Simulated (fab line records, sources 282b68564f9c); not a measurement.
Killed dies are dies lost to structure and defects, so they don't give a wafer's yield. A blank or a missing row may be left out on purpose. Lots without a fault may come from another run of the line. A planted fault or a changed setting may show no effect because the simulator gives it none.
One fault seen from 2 desks | flow rit_cmos | each desk has only its own numbers; what lay behind them comes last

THE TOOL OWNER'S DESK: pecvd-03
The tool's own readings at RIT_CONTACT_CVD_00 (deposits SiO2 from TEOS, target thk 400 nm, time 61 s): means of the sampled wafers that have a number, for each lot that ran on this tool. A lot is out of limits, marked OUT, if its mean lies more than 4 standard deviations from the usual mean; the brackets give that distance.
Columns: A = heater_power_w at RIT_CONTACT_CVD_00, usual 324 W
lot  | first seen here | A
L209 | day 4 10:50     | 359
L211 | day 4 17:25     | 314
L215 | day 5 03:32     | 329
L218 | day 5 16:14     | 335
L221 | day 6 08:41     | 336
L227 | day 7 09:44     | 304
This desk's finding: nothing out of limits on any of the 6 lots.

THE METROLOGY DESK
What the gauges read, lot by lot, whatever tool the lot ran on: means of the sampled wafers that have a number. A lot is out of limits, marked OUT, if its mean lies more than 4 standard deviations from the usual mean; the brackets give that distance.
Columns: A = CONTACT_TEOS_THK at RIT_CONTACT_THK_MEAS_01, usual 401 nm
lot  | first seen here | A
L207 | day 3 23:05     | 396
L209 | day 4 10:54     | 396
L210 | day 4 11:02     | 399
L211 | day 4 17:28     | 394
L214 | day 4 22:20     | 403
L213 | day 4 23:58     | 403
L215 | day 5 03:35     | 405
L217 | day 5 11:45     | 403
L218 | day 5 16:19     | 402
L221 | day 6 08:46     | 399
L225 | day 7 03:41     | 398
L227 | day 7 09:49     | 481 (+15) OUT
L229 | day 7 23:14     | 402
This desk's finding: out of limits on L227; first on L227, day 7 09:49 (CONTACT_TEOS_THK at RIT_CONTACT_THK_MEAS_01). In limits: L207, L209, L210, L211, L214, L213, L215, L217, L218, L221, L225, L229.

PUT TOGETHER
The metrology desk could have raised an alarm at day 7 09:49, on L227.
The tool owner's desk saw nothing out of limits.
The tool owner's desk has L227 on record, within its limits.
Of the lots named, all ran RIT_CONTACT_CVD_00 on pecvd-03.

WHAT THE SIMULATOR HAD PUT IN
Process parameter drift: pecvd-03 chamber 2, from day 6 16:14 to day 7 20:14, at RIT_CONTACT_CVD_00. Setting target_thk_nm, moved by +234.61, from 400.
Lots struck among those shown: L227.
Hours from the fault's start to each desk's first reading out of limits: the metrology desk, 18.
